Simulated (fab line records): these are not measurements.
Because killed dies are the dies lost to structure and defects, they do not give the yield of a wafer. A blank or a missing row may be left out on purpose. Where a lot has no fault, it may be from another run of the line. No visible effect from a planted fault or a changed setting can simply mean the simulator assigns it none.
Comparing a struck lot with a sound one + flow berkeley cmos170 + 15 out of 331 route steps
Sound: wafers L375.1, L375.2, L375.5. Wafers L374.4, L374.5, L374.6 were the ones struck. At the end, the cause is stated.
For every step that has rows: the tool of each side, followed by ch and its chambers, followed by its first start. Under that, the readings that differ: sound wafers + struck wafers + difference of the means + sigmas: that difference in standard deviations of wafers without a fault.
alike: readings with means less than 2 such deviations apart, plus words and numbers identical on both sides. not compared: withheld readings, readings lacking a value on some wafer, bounds such as >300 that could conceal the same value, and numbers that have no deviation in the record and whose values overlap.
A row with sigmas, a row that says differs or no value, or rows on one side alone: a step with any of these is where the two part. Numbers that have no deviation but don't overlap get no sigmas and don't part them. Lack of a reading on every wafer of one side parts them only where that side has two or more wafers.

UCB170_BACKSIDE_STRIP_03: strips in O2.
  sound on plasma asher-03 ch 0,1, day 10 22:43; struck on plasma asher-01 ch 0,1, day 10 22:47
  alike: drypump motor current A, oes product au, strip time to endpoint s
  not compared: rf hours counter h
then, 1 step without rows for these wafers: UCB170_BACKSIDE_CLEAN_04 (cleans in SPM, time 600 s).
UCB170_SDANNEAL_RTA_00: time 10 s.
  sound on rtp anneal-01 ch 0, day 10 23:58; struck on rtp anneal-02 ch 0, day 11 00:08
  alike: anneal temp c max, lamp power pct, wafer_temp_C_max
UCB170_SDANNEAL_RTA_01: time 5 s.
  sound on rtp anneal-01 ch 0, day 11 00:02; struck on rtp anneal-02 ch 0, day 11 00:11
| reading            | sound    | struck   | difference | sigmas |
|--------------------|----------|----------|------------|--------|
| lamp power pct (%) | 38 38 38 | 32 32 32 | -6         | -2     |
  alike: anneal temp c max, wafer_temp_C_max
UCB170_SDANNEAL_RS_MEAS_02: the measuring method here is four-point-probe.
  struck on film metro-02, day 11 00:17; sound on film metro-01, day 11 00:06
  alike: PSD_RS
UCB170_SDANNEAL_RS_MEAS_03: the measuring method here is four-point-probe.
  struck on film metro-02, day 11 00:24; sound on film metro-01, day 11 00:13
  alike: NSD_RS
UCB170_SDANNEAL_RS_MEAS_04: the measuring method here is four-point-probe.
  struck on film metro-02, day 11 00:31; sound on film metro-01, day 11 00:20
  alike: PLDD_RS
UCB170_SDANNEAL_RS_MEAS_05: the measuring method here is four-point-probe.
  struck on film metro-02, day 11 00:38; sound on film metro-01, day 11 00:28
| reading          | sound             | struck            | difference | sigmas |
|------------------|-------------------|-------------------|------------|--------|
| NLDD_RS (ohm/sq) | 614.3 613.0 613.4 | 616.2 616.4 616.6 | +2.8       | +2     |
then, 1 step without rows for these wafers: UCB170_SILICIDE_PRE_CLEAN_00 (preclean etch time 60 s).
UCB170_SILICIDE_SPUTTER_01: material Ti, target thk 30 nm, time 23.77 s.
  struck on pvd sputter-01, day 11 00:46; sound on pvd sputter-02, day 11 00:38
| reading                | sound          | struck         | difference | sigmas |
|------------------------|----------------|----------------|------------|--------|
| throttle valve pct (%) | 30.6 30.8 31.2 | 28.3 28.7 28.3 | -2.4       | -3     |
  alike: cathode dc power W
UCB170_SILICIDE_RS_MEAS_02: the measuring method here is four-point-probe.
  struck on film metro-02, day 11 00:52; sound on film metro-01, day 11 00:42
| reading                 | sound          | struck         | difference | sigmas |
|-------------------------|----------------|----------------|------------|--------|
| SILICIDE_TI_RS (ohm/sq) | 27.2 26.9 27.3 | 28.1 28.2 28.1 | +1.0       | +2     |
UCB170_SILICIDE_THK_MEAS_03: measures by xrf.
  struck on film metro-02, day 11 00:57; sound on film metro-01, day 11 00:49
| reading              | sound          | struck         | difference | sigmas |
|----------------------|----------------|----------------|------------|--------|
| SILICIDE_TI_THK (nm) | 29.3 29.8 29.3 | 28.3 28.2 28.1 | -1.3       | -3     |
UCB170_SILICIDE_RTA_04: time 15 s.
  sound on rtp anneal-02 ch 0, day 11 00:53; struck on rtp anneal-01 ch 0, day 11 01:01
| reading          | sound             | struck            | difference | sigmas |
|------------------|-------------------|-------------------|------------|--------|
| wafer_temp_C_max | 651.4 651.4 651.4 | 626.5 626.6 626.3 | -24.9      | -64    |
  alike: lamp power pct
then, 1 step without rows for these wafers: UCB170_SILICIDE_WET_ETCH_05 (etches Ti in SPM, time 45 s).
UCB170_M3_PROBE_99:
  struck on prober-02, day 12 01:07; sound on prober-02, day 12 02:28
| reading                              | sound             | struck      | difference | sigmas |
|--------------------------------------|-------------------|-------------|------------|--------|
| model.etest.ppoly line.line ohm um   | 15.49 15.18 15.38 | 21.72 22.39 | +6.71      |        |
| model.etest.npoly line.line ohm um   | 15.17 15.18 14.94 | 21.32 21.13 | +6.13      |        |
| model.etest.npoly line.width nm (nm) | 323.7 323.7 323.4 | 330.2 328.6 | +5.8       |        |
| model.etest.ppoly line.width nm (nm) | 321.3 321 323.8   | 328 324.8   | +4         |        |
| model.etest.ppoly line.rs ohm sq     | 4.967 4.899 4.954 | 7.176 7.24  | +2.268     |        |
| model.etest.npoly line.rs ohm sq     | 4.841 4.84 4.86   | 6.962 7.007 | +2.137     |        |
| model.etest.ppoly sal.rs ohm sq      | 4.187 4.122 4.233 | 5.703 5.775 | +1.558     |        |
| model.etest.pplus sal.line ohm um    | 5.225 5.191 5.49  | 6.844 6.93  | +1.585     |        |

## WHERE THEY PART
Earliest at UCB170_SDANNEAL_RTA_01; latest, in this record, at UCB170_SILICIDE_RTA_04.

WHY: what the simulator had put in
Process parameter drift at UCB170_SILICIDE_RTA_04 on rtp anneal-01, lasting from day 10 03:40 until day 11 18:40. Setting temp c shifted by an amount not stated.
